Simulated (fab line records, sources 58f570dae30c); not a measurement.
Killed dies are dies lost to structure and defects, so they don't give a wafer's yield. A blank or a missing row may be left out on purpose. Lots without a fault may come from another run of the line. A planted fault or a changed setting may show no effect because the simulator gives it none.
Split-lot experiment | flow berkeley_cmos170 | 5 lots, 23 wafers read, on a route of 331 steps

THE SPLIT
At UCB170_NLDD_PEB_04, the setting peb_temp_c was moved away from the recipe's 130 C on 11 of the 23 wafers read, by -1.6% to +1.9%. The other wafers ran this setting at the recipe's value.

FROM THE SPLIT TO THE READING: what the file shows between them, 1 step
- UCB170_NLDD_DEVELOP_05: develop time 45 s

THE READING
cd_nm, in nm, at UCB170_NLDD_CD_MEAS_06 (target cd 1200 nm). Fault-free wafers of this fab line usually give 1200.1 nm, standard deviation 1.1 nm.

wafer  | tool, chamber at the split | peb_temp_c as run, C | against the recipe | cd_nm, nm | against lot-mates on the recipe
L074.4 | litho_track-04, 0          | 130                  | recipe             | 1201.2    | -
L074.5 | litho_track-04, 0          | 130                  | recipe             | 1201.3    | -
L074.6 | litho_track-04, 0          | 130                  | recipe             | 1199.3    | -
L077.1 | litho_track-04, 0          | 130                  | recipe             | 1199.7    | -
L077.2 | litho_track-04, 0          | 130                  | recipe             | 1198.9    | -
L077.3 | litho_track-04, 0          | 132.2                | +1.7%              | 1212.0    | +12.7
L077.4 | litho_track-04, 0          | 132.2                | +1.7%              | 1211.7    | +12.4
L077.6 | litho_track-04, 0          | 132.2                | +1.7%              | 1214.1    | +14.8
L078.2 | litho_track-03, 0          | 130                  | recipe             | 1198.9    | -
L078.3 | litho_track-03, 0          | 130                  | recipe             | 1199.5    | -
L078.4 | litho_track-03, 0          | 132.5                | +1.9%              | 1214.0    | +15.3
L078.5 | litho_track-03, 0          | 132.5                | +1.9%              | 1213.8    | +15.1
L078.6 | litho_track-03, 0          | 130                  | recipe             | 1197.7    | -
L079.1 | litho_track-04, 0          | 130                  | recipe             | 1198.5    | -
L079.2 | litho_track-04, 0          | 130                  | recipe             | 1200.0    | -
L079.3 | litho_track-04, 0          | 131.1                | +0.8%              | 1207.0    | +7.8
L079.4 | litho_track-04, 0          | 131.1                | +0.8%              | 1206.2    | +7.0
L079.6 | litho_track-04, 0          | 131.1                | +0.8%              | 1207.8    | +8.5
L082.2 | litho_track-04, 0          | 127.9                | -1.6%              | 1186.1    | -15.1
L082.3 | litho_track-04, 0          | 130                  | recipe             | 1200.4    | -
L082.4 | litho_track-04, 0          | 130                  | recipe             | 1201.9    | -
L082.5 | litho_track-04, 0          | 127.9                | -1.6%              | 1184.1    | -17.1
L082.6 | litho_track-04, 0          | 127.9                | -1.6%              | 1185.9    | -15.2

THE FIT
A straight line over all 23 wafers: cd_nm changes by +8.09 nm for each +1% of peb_temp_c; r = +0.99; the points scatter about the line by 1.3 nm.
The same after taking each lot's own level away (the mean of its wafers on the recipe; 23 wafers): +8.68 nm for each +1%; r = +0.99; scatter 1.2 nm.
On that fit, the largest move of peb_temp_c shifts the reading by 17 nm.
The lots' own levels span 1198.70 to 1201.15 nm, that is 2.2 times the standard deviation above.
So the lot-to-lot level changes the slope little: the two slopes agree.
Check: with one of the wafers moved furthest among these (+1.9%) left out of the fit, the line predicts +16.4 nm for it against its lot-mates. It came out at +15.3 nm against them.

OTHER SPLITS ON THESE WAFERS
These wafers also went through other splits before the reading. Each is held against what the fit with the lots' levels taken away leaves over:
other split on the same wafers      | wafers away from the commonest value | r with cd_nm (lot level and that fit taken away)
UCB170_ZERO_STRIP_07 o2_flow_sccm   | 10                                   | -0.20
UCB170_NWELL_CVD_04 pressure_mtorr  | 15                                   | +0.08
UCB170_NWELL_IMPLANT_14 dose_cm2    | 8                                    | +0.23
UCB170_PWELL_OXIDATION_02 ox_time_s | 18                                   | -0.30
UCB170_ACTIVE_OXIDATION_02 temp_c   | 15                                   | +0.29
UCB170_ACTIVE_COAT_08 resist_thk_nm | 9                                    | -0.09
UCB170_ACTIVE_SOFTBAKE_09 time_s    | 5                                    | +0.36
UCB170_ACTIVE_STRIP_16 power_w      | 7                                    | -0.18
UCB170_GATE_COAT_07 spin_rpm        | 11                                   | -0.06

THE FILE'S OWN FIT
cd_nm changes by +8.47 nm for each +1% of peb_temp_c, r = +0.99.
